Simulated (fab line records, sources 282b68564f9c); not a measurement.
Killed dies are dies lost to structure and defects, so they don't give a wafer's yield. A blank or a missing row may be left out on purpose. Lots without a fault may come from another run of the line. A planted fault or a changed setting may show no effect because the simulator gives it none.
fab line records | flow rit_cmos
record lots=14 wafers=42 last_day=7
route steps=202 shown FOX1@21 PWELL@48 REOX@102 NLDD@111 M1@202
lots that met no fault: from a run of the same line without faults
start_h: hours from the record's first day to the start of the lot's first wafer shown | wait_h: hours since the lot's step before | " the same as in the row above | L1.1+2: a row that stands for several wafers | - no value, or no start given | * or withheld: withheld | < > ~ a bound
route shown NAME@n: a module of which the file shows steps, and the number in the route of the first | usual: mean/standard deviation of fault-free wafers | same: alike in all rows | chamber/n: place in a boat | sites: the reading at each site | _std_site: their standard deviation | _edge_site: outer sites' mean less inner sites' | radius_mm: how far each site lies from the wafer's centre | mask NAME#n: copy n | behind: the tool/chamber that last shaped the wafer | hold: why the lot was held/for how many hours/how that ended | device: the transistor (n, p or np) that didn't switch | end of line: the same wafers' tests at the end of the route | a step without rows: its recipe alone | killed: dies lost to structure and defects at the first sort, not the wafer's yield | map: a wafer's dies, x killed, . not, _ none there
set.NAME: the setting as run; set.NAME@STEP: as run at that earlier step | model.NAME: the simulator's own value behind a step, which no gauge read
steps of the route over a sample of lots; a table a step, a row a wafer
services: from which hour (start_h, from the record's first day; less than 0 if before it) a tool's chamber was out of use, for how many hours, and why
## steps
# step RIT_FOX1_THK_MEAS_01
# recipe reads=SiO2_of_FOX1_OXIDATION_00
# usual FOX1_OXIDE_THK=330/7
# columns lot.wafer tool chamber start_h wait_h FOX1_OXIDE_THK[nm]
L107.2 film_metro-03 - 18.17 0.0 334
L107.4 " - " " 339
L107.5 " - " " 333
L109.2 film_metro-03 - 28.12 0.0 327
L109.5 " - " " 321
L109.6 " - " " 323
L110.2 film_metro-03 - 33.28 0.0 333
L110.5 " - " " 333
L110.6 " - " " 336
L111.3 film_metro-03 - 38.56 0.0 325
L111.4 " - " " 318
L111.5 " - " " 322
L112.2 film_metro-02 - 42.58 0.0 323
L112.5 " - " " 330
L112.6 " - " " 323
L113.2 film_metro-03 - 48.83 0.0 334
L113.5 " - " " 329
L113.6 " - " " 328
L114.1 film_metro-02 - 55.36 0.0 333
L114.4 " - " " 331
L114.6 " - " " 334
L118.1 film_metro-02 - 73.58 0.0 323
L118.4 " - " " 333
L118.6 " - " " 330
L120.2 film_metro-02 - 85.07 0.0 342
L120.4 " - " " 341
L120.5 " - " " 340
L121.3 film_metro-03 - 90.26 0.0 337
L121.4 " - " " 331
L121.5 " - " " 338
L123.1 film_metro-02 - 99.70 0.0 329
L123.4 " - " " 334
L123.5 " - " " 331
L125.1 film_metro-01 - 107.71 0.0 338
L125.2 " - " " 338
L125.6 " - " " 340
L129.2 film_metro-01 - 128.05 0.0 333
L129.3 " - " " 341
L129.5 " - " " 339
L130.3 film_metro-01 - 135.35 0.0 330
L130.5 " - " " 327
L130.6 " - " " 331
# step RIT_PWELL_STRIP_09
# recipe chemistry=O2 time_s=180 resist=NOVOLAK platen_temp_c=withheld power_w=500 pressure_mtorr=4000 o2_flow_sccm=4000
# usual drypump_motor_current_A=5.7/0.65
# same time_s=180
# columns lot.wafer tool chamber start_h wait_h drypump_motor_current_A rf_hours_counter_h
L107.2 plasma_asher-03 1 23.85 0.1 5.5 37
L107.4 " 0 " " 5.3 -
L107.5 " 1 " " 5.5 -
L109.2 plasma_asher-01 0 34.82 0.1 4.9 25
L109.5 " 0 " " 4.9 -
L109.6 " 1 " " 6.4 -
L110.2 plasma_asher-01 0 38.84 0.1 4.9 26
L110.5 " 0 " " 4.9 -
L110.6 " 1 " " 6.3 -
L111.3 plasma_asher-03 1 44.15 0.1 5.5 -
L111.4 " 0 " " 5.3 -
L111.5 " 1 " " 5.5 -
L112.2 plasma_asher-01 1 48.73 0.1 6.4 27
L112.5 " 0 " " 4.9 -
L112.6 " 1 " " 6.4 -
L113.2 plasma_asher-01 0 54.68 0.1 4.9 27
L113.5 " 1 " " 6.4 -
L113.6 " 0 " " 4.9 -
L114.1 plasma_asher-01 1 63.07 0.1 6.4 28
L114.4 " 1 " " 6.4 -
L114.6 " 0 " " 4.9 -
L118.1 plasma_asher-03 1 80.05 0.1 5.5 43
L118.4 " 0 " " 5.3 -
L118.6 " 1 " " 5.5 -
L120.2 plasma_asher-01 1 93.07 0.1 6.4 31
L120.4 " 1 " " 6.4 -
L120.5 " 1 " " 6.4 -
L121.3 plasma_asher-04 1 96.12 0.1 6.6 -
L121.4 " 0 " " 5.4 -
L121.5 " 1 " " 6.6 -
L123.1 plasma_asher-01 0 105.07 0.1 4.9 33
L123.4 " 1 " " 6.4 -
L123.5 " 0 " " 4.9 -
L125.1 plasma_asher-04 1 113.34 0.2 6.6 46
L125.2 " 0 " " 5.4 46
L125.6 " 0 " " 5.4 -
L129.2 plasma_asher-03 1 133.45 0.1 5.5 1
L129.3 " 1 " " 5.5 -
L129.5 " 0 " " 5.3 -
L130.3 plasma_asher-03 0 141.05 0.1 5.3 -
L130.5 " 1 " " 5.5 -
L130.6 " 0 " " 5.3 -
# step RIT_REOX_THK_MEAS_04
# recipe reads=SiO2_of_REOX_OXIDATION_03
# usual REOX_OXIDE_THK=25.0/0.56
# columns lot.wafer tool chamber start_h wait_h REOX_OXIDE_THK[nm]
L107.2 film_metro-04 - 41.27 0.0 24.9
L107.4 " - " " 25.0
L107.5 " - " " 25.0
L109.2 film_metro-02 - 56.31 0.0 24.7
L109.5 " - " " 24.7
L109.6 " - " " 24.6
L110.2 film_metro-03 - 62.50 0.0 24.4
L110.5 " - " " 24.6
L110.6 " - " " 24.4
L111.3 film_metro-02 - 66.40 0.0 24.6
L111.4 " - " " 24.9
L111.5 " - " " 24.7
L112.2 film_metro-03 - 69.61 0.0 24.3
L112.5 " - " " 24.4
L112.6 " - " " 24.0
L113.2 film_metro-04 - 77.21 0.0 25.1
L113.5 " - " " 24.4
L113.6 " - " " 24.9
L114.1 film_metro-03 - 83.75 0.0 23.7
L114.4 " - " " 24.1
L114.6 " - " " 24.4
L118.1 film_metro-03 - 100.51 0.0 24.9
L118.4 " - " " 25.4
L118.6 " - " " 24.7
L120.2 film_metro-03 - 110.27 0.0 25.5
L120.4 " - " " 25.7
L120.5 " - " " 25.6
L121.3 film_metro-02 - 116.22 0.0 25.1
L121.4 " - " " 25.1
L121.5 " - " " 24.9
L123.1 film_metro-03 - 127.98 0.0 24.9
L123.4 " - " " 25.2
L123.5 " - " " 25.1
L125.1 film_metro-03 - 132.09 0.0 26.0
L125.2 " - " " 25.9
L125.6 " - " " 25.7
L129.2 film_metro-04 - 152.68 0.0 25.0
L129.3 " - " " 24.6
L129.5 " - " " 25.2
L130.3 film_metro-03 - 159.89 0.0 25.9
L130.5 " - " " 25.8
L130.6 " - " " 25.7
# step RIT_NLDD_IMPLANT_08
# recipe species=P energy_kev=20 dose_cm2=5e+14 tilt_deg=7
# usual dose_ions_cm2=5e+14/5e+11 faraday_current_uA=1573/31 tilt_deg=6.999/0.018
# columns lot.wafer tool chamber start_h wait_h dose_ions_cm2 faraday_current_uA tilt_deg
L107.2 implanter-03 0 42.44 0.1 4.995e+14 1552 6.976
L107.4 " 0 " " 4.999e+14 1516 6.997
L107.5 " 0 " " 5e+14 1541 6.972
L109.2 implanter-03 0 57.55 0.1 5.005e+14 1582 7.034
L109.5 " 0 " " 5.007e+14 1583 7.000
L109.6 " 0 " " 5.004e+14 1601 7.003
L110.2 implanter-04 0 63.90 0.1 5.005e+14 1620 6.997
L110.5 " 0 " " 4.994e+14 1612 7.000
L110.6 " 0 " " 4.999e+14 1563 6.985
L111.3 implanter-03 0 67.65 0.1 4.995e+14 1612 7.024
L111.4 " 0 " " 5e+14 1574 6.987
L111.5 " 0 " " 4.999e+14 1533 6.976
L112.2 implanter-02 0 70.86 0.1 4.992e+14 1568 7.040
L112.5 " 0 " " 5.002e+14 1546 7.014
L112.6 " 0 " " 5.004e+14 1598 7.018
L113.2 implanter-04 0 78.32 0.1 4.999e+14 1574 6.991
L113.5 " 0 " " 4.995e+14 1627 7.017
L113.6 " 0 " " 4.994e+14 1521 7.005
L114.1 implanter-04 0 84.97 0.1 4.998e+14 1576 7.007
L114.4 " 0 " " 4.993e+14 1569 7.041
L114.6 " 0 " " 5.004e+14 1562 7.029
L118.1 implanter-04 0 101.60 0.1 5.001e+14 1537 7.011
L118.4 " 0 " " 5e+14 1627 7.034
L118.6 " 0 " " 4.999e+14 1607 6.985
L120.2 implanter-04 0 111.38 0.1 5.006e+14 1648 7.027
L120.4 " 0 " " 5.005e+14 1571 7.007
L120.5 " 0 " " 5.007e+14 1538 7.014
L121.3 implanter-04 0 117.47 0.1 4.748e+14 1491 7.014
L121.4 " 0 " " 4.729e+14 1482 6.939
L121.5 " 0 " " 4.744e+14 1447 6.994
L123.1 implanter-04 0 129.23 0.1 4.736e+14 1490 7.001
L123.4 " 0 " " 4.74e+14 1512 7.012
L123.5 " 0 " " 4.737e+14 1490 6.981
L125.1 implanter-02 0 133.35 0.1 4.995e+14 1561 7.012
L125.2 " 0 " " 5.002e+14 1548 7.001
L125.6 " 0 " " 4.993e+14 1599 7.020
L129.2 implanter-03 0 153.83 0.1 4.998e+14 1521 6.978
L129.3 " 0 " " 5.011e+14 1555 7.009
L129.5 " 0 " " 5.006e+14 1616 6.962
L130.3 implanter-03 0 161.14 0.1 5.002e+14 1561 7.024
L130.5 " 0 " " 4.995e+14 1606 6.999
L130.6 " 0 " " 4.998e+14 1577 6.999
# step RIT_SDANNEAL_RS_MEAS_07
# recipe thk_meas_gauge=four-point-probe
# usual NLDD_RS=151.8/0.47
# columns lot.wafer tool chamber start_h wait_h NLDD_RS[ohm/sq]
L107.2 film_metro-04 - 50.51 0.1 152.3
L107.4 " - " " 152.4
L107.5 " - " " 151.8
L109.2 film_metro-04 - 66.10 0.1 151.5
L109.5 " - " " 151.4
L109.6 " - " " 151.3
L110.2 film_metro-04 - 71.91 0.1 151.2
L110.5 " - " " 151.8
L110.6 " - " " 151.5
L111.3 film_metro-02 - 75.81 0.1 152.0
L111.4 " - " " 152.0
L111.5 " - " " 152.3
L112.2 film_metro-04 - 79.16 0.1 151.8
L112.5 " - " " 151.6
L112.6 " - " " 151.6
L113.2 film_metro-04 - 88.50 0.1 151.5
L113.5 " - " " 152.1
L113.6 " - " " 152.0
L114.1 film_metro-01 - 93.19 0.1 151.0
L114.4 " - " " 151.0
L114.6 " - " " 151.2
L118.1 film_metro-01 - 110.02 0.1 152.2
L118.4 " - " " 152.1
L118.6 " - " " 152.5
L120.2 film_metro-04 - 119.83 0.1 151.8
L120.4 " - " " 151.7
L120.5 " - " " 152.0
L121.3 film_metro-04 - 126.08 0.1 159.1
L121.4 " - " " 158.2
L121.5 " - " " 159.1
L123.1 film_metro-02 - 137.53 0.1 158.3
L123.4 " - " " 157.9
L123.5 " - " " 158.1
L125.1 film_metro-01 - 141.32 0.1 153.0
L125.2 " - " " 152.2
L125.6 " - " " 152.3
L129.2 film_metro-04 - 162.20 0.1 151.5
L129.3 " - " " 152.2
L129.5 " - " " 151.4
L130.3 film_metro-04 - 169.17 0.1 151.3
L130.5 " - " " 152.0
L130.6 " - " " 151.9
# step RIT_M1_PROBE_99
# usual killed_at_M0_to_M3=0.0/0.2 killed_at_contacts=0.1/0.25 killed_at_front_end=6/3.1 killed_dies=6/3.1 killed_open=2.9/2 killed_short=3.3/2
# same gross_dies=264 killed_at_M4_up=0 killed_at_back_side=0 killed_at_other=0
# columns lot.wafer tool chamber start_h wait_h killed_at_M0_to_M3 killed_at_contacts killed_at_front_end killed_dies killed_open killed_short
L107.2 prober-02 - 57.71 0.1 0 0 9 9 6 3
L107.4 prober-02 - 57.81 0.2 0 0 3 3 2 1
L107.5 prober-02 - 57.86 0.2 0 0 4 4 2 2
L109.2 prober-02 - 73.27 0.1 0 0 13 13 3 10
L109.5 prober-02 - 73.42 0.2 0 0 8 8 3 5
L109.6 prober-02 - 73.47 0.2 0 0 7 7 5 2
L110.2 prober-01 - 79.30 0.1 0 0 5 5 2 3
L110.5 prober-01 - 79.45 0.2 0 0 8 8 4 4
L110.6 prober-01 - 79.50 0.2 0 0 6 6 2 4
L111.3 prober-02 - 82.75 0.2 0 0 7 7 5 2
L111.4 prober-02 - 82.80 0.2 0 0 7 7 1 6
L111.5 prober-02 - 82.85 0.2 0 0 4 4 1 3
L112.2 prober-01 - 86.08 0.1 1 1 1 3 0 2
L112.5 prober-01 - 86.23 0.2 0 0 3 3 1 2
L112.6 prober-01 - 86.28 0.2 0 0 5 5 1 3
L113.2 prober-02 - 95.58 0.1 0 0 5 5 4 1
L113.5 prober-02 - 95.73 0.2 0 0 4 4 2 2
L113.6 prober-02 - 95.78 0.2 0 0 4 4 3 1
L114.1 prober-01 - 100.58 0.1 0 0 9 9 6 3
L114.4 prober-01 - 100.73 0.2 0 1 9 10 6 4
L114.6 prober-01 - 100.83 0.2 0 0 14 14 7 7
L118.1 prober-01 - 117.14 0.1 0 0 5 5 1 4
L118.4 prober-01 - 117.29 0.2 0 0 5 5 1 4
L118.6 prober-01 - 117.39 0.2 0 0 3 3 1 2
L120.2 prober-01 - 127.03 0.1 0 0 4 4 3 1
L120.4 prober-01 - 127.13 0.2 0 0 6 6 3 3
L120.5 prober-01 - 127.18 0.2 0 0 5 5 5 0
L121.3 prober-02 - 133.02 0.2 0 0 4 4 2 2
L121.4 prober-02 - 133.07 0.2 0 0 13 13 4 9
L121.5 prober-02 - 133.12 0.2 0 0 10 10 6 4
L123.1 prober-02 - 144.43 0.1 0 0 6 6 3 3
L123.4 prober-02 - 144.58 0.2 0 0 6 6 1 5
L123.5 prober-02 - 144.63 0.2 0 0 6 6 3 3
L125.1 prober-02 - 148.38 0.1 0 0 5 5 3 2
L125.2 prober-02 - 148.43 0.1 0 0 4 4 3 1
L125.6 prober-02 - 148.63 0.2 0 0 9 9 3 6
L129.2 prober-02 - 169.27 0.1 0 0 4 4 2 2
L129.3 prober-02 - 169.32 0.2 0 0 7 7 4 3
L129.5 prober-02 - 169.42 0.2 0 0 3 3 3 0
L130.3 prober-01 - 176.23 0.2 0 0 4 4 2 2
L130.5 prober-01 - 176.33 0.2 0 0 5 5 1 4
L130.6 prober-01 - 176.38 0.2 0 0 5 5 1 4
# killed by level:class
L107.2 GATE:geometric_particle:open=4 GATE:geometric_particle:short=2 FOX1:geometric_particle:open=1 REOX:geometric_particle:short=1 SILICIDE:geometric_particle:open=1
L107.4 REOX:geometric_particle:short=1 REOX:geometric_particle:open=1 SILICIDE:geometric_particle:open=1
L107.5 GATE:geometric_particle:short=2 GATE:geometric_particle:open=1 SILICIDE:geometric_particle:open=1
L109.2 GATE:geometric_particle:short=4 SILICIDE:geometric_particle:short=3 FOX2:geometric_particle:short=2 GATE:geometric_particle:open=2 REOX:geometric_particle:short=1 SPACER:geometric_particle:open=1
L109.5 FOX2:geometric_particle:short=3 FOX2:geometric_particle:open=2 GATE:geometric_particle:short=1 GATE:geometric_particle:open=1 SPACER:geometric_particle:short=1
L109.6 GATE:geometric_particle:open=3 FOX2:geometric_particle:open=2 SPACER:geometric_particle:short=1 SILICIDE:geometric_particle:short=1
L110.2 ACTIVE:geometric_particle:short=1 GATE:geometric_particle:short=1 GATE:geometric_particle:open=1 SPACER:geometric_particle:open=1 SILICIDE:geometric_particle:short=1
L110.5 GATE:geometric_particle:short=3 SPACER:geometric_particle:open=2 SILICIDE:geometric_particle:open=2 SILICIDE:geometric_particle:short=1
L110.6 GATE:geometric_particle:short=2 FOX1:geometric_particle:short=1 GATE:geometric_particle:open=1 SPACER:geometric_particle:short=1 SILICIDE:geometric_particle:open=1
L111.3 GATE:geometric_particle:open=2 FOX2:geometric_particle:short=1 FOX2:geometric_particle:open=1 GATE:geometric_particle:short=1 REOX:geometric_particle:open=1 SPACER:geometric_particle:open=1
L111.4 FOX1:geometric_particle:short=3 FOX1:geometric_particle:open=1 GATE:geometric_particle:short=1 SPACER:geometric_particle:short=1 SILICIDE:geometric_particle:short=1
L111.5 SILICIDE:geometric_particle:short=2 FOX1:geometric_particle:short=1 SILICIDE:geometric_particle:open=1
L112.2 FOX2:geometric_particle:short=1 CONTACT:geometric_particle:short=1 M1:coat_microbubble_printed=1
L112.5 FOX2:geometric_particle:short=1 FOX2:geometric_particle:open=1 GATE:geometric_particle:short=1
L112.6 GATE:geometric_particle:short=3 SILICIDE:geometric_particle:open=1 PSD:coat_microbubble_printed=1
L113.2 FOX1:geometric_particle:open=2 GATE:geometric_particle:open=2 FOX1:geometric_particle:short=1
L113.5 SILICIDE:geometric_particle:open=2 FOX1:geometric_particle:short=1 GATE:geometric_particle:short=1
L113.6 GATE:geometric_particle:open=2 SILICIDE:geometric_particle:short=1 SILICIDE:geometric_particle:open=1
L114.1 REOX:geometric_particle:open=4 FOX1:geometric_particle:open=1 FOX1:geometric_particle:short=1 GATE:geometric_particle:short=1 SPACER:geometric_particle:short=1 SPACER:geometric_particle:open=1
L114.4 FOX1:geometric_particle:open=2 FOX1:geometric_particle:short=2 GATE:geometric_particle:open=2 FOX2:geometric_particle:short=1 SPACER:geometric_particle:short=1 SILICIDE:geometric_particle:open=1 CONTACT:geometric_particle:open=1
L114.6 GATE:geometric_particle:open=6 GATE:geometric_particle:short=3 REOX:geometric_particle:short=2 FOX1:geometric_particle:short=1 REOX:geometric_particle:open=1 SPACER:geometric_particle:short=1
L118.1 GATE:geometric_particle:short=2 GATE:geometric_particle:open=1 REOX:geometric_particle:short=1 SILICIDE:geometric_particle:short=1
L118.4 SPACER:geometric_particle:short=2 FOX1:geometric_particle:short=1 REOX:geometric_particle:open=1 REOX:geometric_particle:short=1
L118.6 GATE:geometric_particle:short=1 GATE:geometric_particle:open=1 SPACER:geometric_particle:short=1
L120.2 GATE:geometric_particle:open=1 GATE:geometric_particle:short=1 REOX:geometric_particle:open=1 SILICIDE:geometric_particle:open=1
L120.4 GATE:geometric_particle:short=2 REOX:geometric_particle:open=2 FOX1:geometric_particle:short=1 SILICIDE:geometric_particle:open=1
L120.5 REOX:geometric_particle:open=3 GATE:geometric_particle:open=2
L121.3 FOX1:geometric_particle:open=1 GATE:geometric_particle:short=1 SPACER:geometric_particle:open=1 SPACER:geometric_particle:short=1
L121.4 SPACER:geometric_particle:short=4 SILICIDE:geometric_particle:short=2 FOX1:geometric_particle:short=1 FOX1:geometric_particle:open=1 FOX2:geometric_particle:short=1 FOX2:geometric_particle:open=1 GATE:geometric_particle:open=1 REOX:geometric_particle:short=1
L121.5 GATE:geometric_particle:short=2 GATE:geometric_particle:open=2 REOX:geometric_particle:open=2 FOX1:geometric_particle:short=1 REOX:geometric_particle:short=1 SPACER:geometric_particle:open=1 SILICIDE:geometric_particle:open=1
L123.1 FOX1:geometric_particle:open=1 FOX2:geometric_particle:open=1 FOX2:geometric_particle:short=1 GATE:geometric_particle:short=1 REOX:geometric_particle:short=1 SILICIDE:geometric_particle:open=1
L123.4 GATE:geometric_particle:short=4 GATE:geometric_particle:open=1 SPACER:geometric_particle:short=1
L123.5 GATE:geometric_particle:open=2 SPACER:geometric_particle:short=2 GATE:geometric_particle:short=1 SPACER:geometric_particle:open=1
L125.1 GATE:geometric_particle:open=2 FOX2:geometric_particle:short=1 SILICIDE:geometric_particle:open=1 SILICIDE:geometric_particle:short=1
L125.2 FOX1:geometric_particle:short=1 GATE:geometric_particle:open=1 REOX:geometric_particle:open=1 SPACER:geometric_particle:open=1
L125.6 FOX1:geometric_particle:open=2 GATE:geometric_particle:short=2 SPACER:geometric_particle:short=2 FOX2:geometric_particle:short=1 GATE:geometric_particle:open=1 REOX:geometric_particle:short=1
L129.2 GATE:geometric_particle:short=2 GATE:geometric_particle:open=1 SPACER:geometric_particle:open=1
L129.3 GATE:geometric_particle:open=2 SPACER:geometric_particle:open=2 SPACER:geometric_particle:short=2 FOX1:geometric_particle:short=1
L129.5 GATE:geometric_particle:open=2 FOX1:geometric_particle:open=1
L130.3 SPACER:geometric_particle:short=2 FOX1:geometric_particle:open=1 SPACER:geometric_particle:open=1
L130.5 GATE:geometric_particle:short=2 FOX1:geometric_particle:short=1 SILICIDE:geometric_particle:short=1 SILICIDE:geometric_particle:open=1
L130.6 GATE:geometric_particle:short=2 FOX1:geometric_particle:short=1 REOX:geometric_particle:open=1 SPACER:geometric_particle:short=1
## services
# columns tool chamber start_h hours kind
implanter-03 - 12.73 12.6 pm
plasma_asher-04 - 21.83 2.8 pm
implanter-03 - 34.00 2.7 repair
implanter-03 - 68.10 3.8 repair
implanter-02 - 82.09 4.3 repair
plasma_asher-03 - 88.64 1.2 repair
plasma_asher-03 - 108.75 9.0 pm
plasma_asher-03 0 108.75 9.0 vent_cycle
plasma_asher-03 1 108.75 9.0 vent_cycle
implanter-02 - 116.09 2.6 repair
plasma_asher-03 0 117.75 - clean
plasma_asher-03 1 117.75 - clean
implanter-02 - 118.66 6.6 pm
implanter-04 - 131.88 6.2 repair
implanter-02 - 145.86 2.5 repair
implanter-04 - 159.95 5.9 pm
## key
first_sign step=RIT_NLDD_IMPLANT_08 reading=dose_ions_cm2 direction=down sigmas=52 usual=5e+14 struck=4.739e+14
effect step=RIT_NLDD_IMPLANT_08 reading=faraday_current_uA direction=down sigmas=2.8 usual=1573 struck=1485
effect step=RIT_SDANNEAL_RS_MEAS_07 reading=NLDD_RS direction=up sigmas=14 usual=151.8 struck=158.4
met_at RIT_NLDD_IMPLANT_08
struck_lots L121,L123
tester_left_out L121,L123
not_acting_at RIT_FOX1_THK_MEAS_01,RIT_PWELL_STRIP_09,RIT_REOX_THK_MEAS_04
onset_between 111.38 117.47
fault kind=process_parameter_drift tool=implanter-04 chamber=- onset_h=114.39 steps=RIT_NLDD_IMPLANT_08 channel=dose_cm2 offset=-2.6053e+13 shape=step end_h=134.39 acts_in=these_recipes_only stated=5e+14
# tester_left_out: of these lots the tester's yield and bins aren't shown, on N5 and GAA mostly nor the transistor test; their killed dies are dies lost to structure and defects alone, not to doping, threshold or leakage, so they don't give the yield
